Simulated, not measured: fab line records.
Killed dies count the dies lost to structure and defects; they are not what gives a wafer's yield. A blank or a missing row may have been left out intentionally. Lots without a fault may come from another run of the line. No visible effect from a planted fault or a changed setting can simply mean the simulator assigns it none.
Code-filled problem report in 8D (eight disciplines) form    flow rit-cmos    the parts of the form that need people (team, actions taken, sign-off) are left out

1. WHAT IS WRONG
Wafers with no fault read 0.0 with a standard deviation of 0.083, whereas killed_at_M0_to_M3 at RIT_M1_PROBE_99 reads a mean of 18.0 on 1 wafer of 1 lot. So: +99 or more standard deviations from the usual mean.
First observed at day 6 13:17: wafer L651.5, on prober-01. The record holds 39 wafers of 13 lots with a number at this step. The rule behind "out" and "out of limits": a value lying over 4 standard deviations away from the usual mean. Any other wafer with a number is counted as sound.

2. WHAT IT IS, AND WHAT IT ISN'T
question                     is                                                                                                                                            is not
which readings at this step  killed_at_M0_to_M3, defect-limited-yield, killed-dies, killed-on-rim, sort_bin_3_pad_short, sort_bin_5_function, sort-n-pass, sort-yield-pct  killed-at-contacts, killed-at-front-end, killed-open, killed-short, sort_bin_6_memory
which lots                   L651                                                                                                                                          L636, L637, L638, L639, L640, L641, L642, L643, L645, L650, L652, L656
which wafers of those lots   L651.5                                                                                                                                        L651.2, L651.6
read on which tools          prober-01                                                                                                                                     prober-02
when                         from day 6 13:17                                                                                                                              up to then (31 sound wafers); but 7 sound wafers of L651, L652, L656 came after

3. SUSPECTS, AND WHAT RULES EACH OUT
Counting: a tool at a process step up to the reading stays a suspect if it ran every lot that is out. Sound lots after the first of them don't rule it out here, since some wafers of a struck lot are sound.
- pvd-sputter-01 at RIT_M1_SPUTTER_00 (material Al, target thk 400 nm, time 500 s): kept. It ran the lot that is out, L651 (day 6 08:55); its last sound lot up to then is L645 (day 5 01:58).
- prober-01 at RIT_M1_PROBE_99: kept. It ran the lot that is out, L651 (day 6 13:08); its last sound lot up to then is L642 (day 4 15:34). Its own defect-limited-yield, killed_at_M0_to_M3, killed-dies, killed-on-rim, sort_bin_3_pad_short, sort_bin_5_function, sort-n-pass, sort-yield-pct readings are out on those wafers.
Left after counting: pvd-sputter-01 at RIT_M1_SPUTTER_00, prober-01 at RIT_M1_PROBE_99.

4. THE CAUSE (what the simulator had put in)
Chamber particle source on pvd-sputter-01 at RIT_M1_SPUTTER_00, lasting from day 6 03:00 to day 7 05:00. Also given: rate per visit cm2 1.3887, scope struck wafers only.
After counting, 2 suspects remain, this tool included.

5. THE EFFECT CHAIN, in route order
One row per reading whose mean, taken over the struck wafers that have a number, lies over 3 standard deviations from the usual. Only readings for which the record gives a usual standard deviation are gone through. hours: the time from each lot's start at the first step in this table that gives one to its start at this step, as a median over the lots. sigmas: the change in usual standard deviations.
hours  step             reading               usual   on struck wafers  change  sigmas
0      RIT_M1_PROBE_99  defect-limited-yield  97.3 %  91.3              -6.0    -5.5
0      RIT_M1_PROBE_99  killed_at_M0_to_M3    0.0     18.0              +18.0   +99 or more
0      RIT_M1_PROBE_99  killed-dies           7.2     23.0              +15.8   +5.6
0      RIT_M1_PROBE_99  killed-on-rim         1.8     12.0              +10.2   +7.3
0      RIT_M1_PROBE_99  sort_bin_3_pad_short  0.2 %   1.5               +1.3    +5.2
0      RIT_M1_PROBE_99  sort_bin_5_function   1.6 %   5.3               +3.7    +4.7
0      RIT_M1_PROBE_99  sort-n-pass           256.8   241.0             -15.8   -5.6
0      RIT_M1_PROBE_99  sort-yield-pct        97.3 %  91.3              -6.0    -5.5
Process steps it contains:
- RIT_M1_PROBE_99

6. HOW IT WOULD HAVE BEEN CAUGHT EARLIER
In this record the first reading out of limits was taken at day 6 13:17, 10 hours after the fault began at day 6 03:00.
An alarm limit of 4 standard deviations would not have fired on the tool readings at RIT_M1_SPUTTER_00 for which the record gives a usual standard deviation, since none of them was out on any struck wafer.
Each of the lots that are out, 1 in all, had begun RIT_M1_SPUTTER_00 on pvd-sputter-01 no later than day 6 13:17. Tool hold at that time: it would have spared none of them.
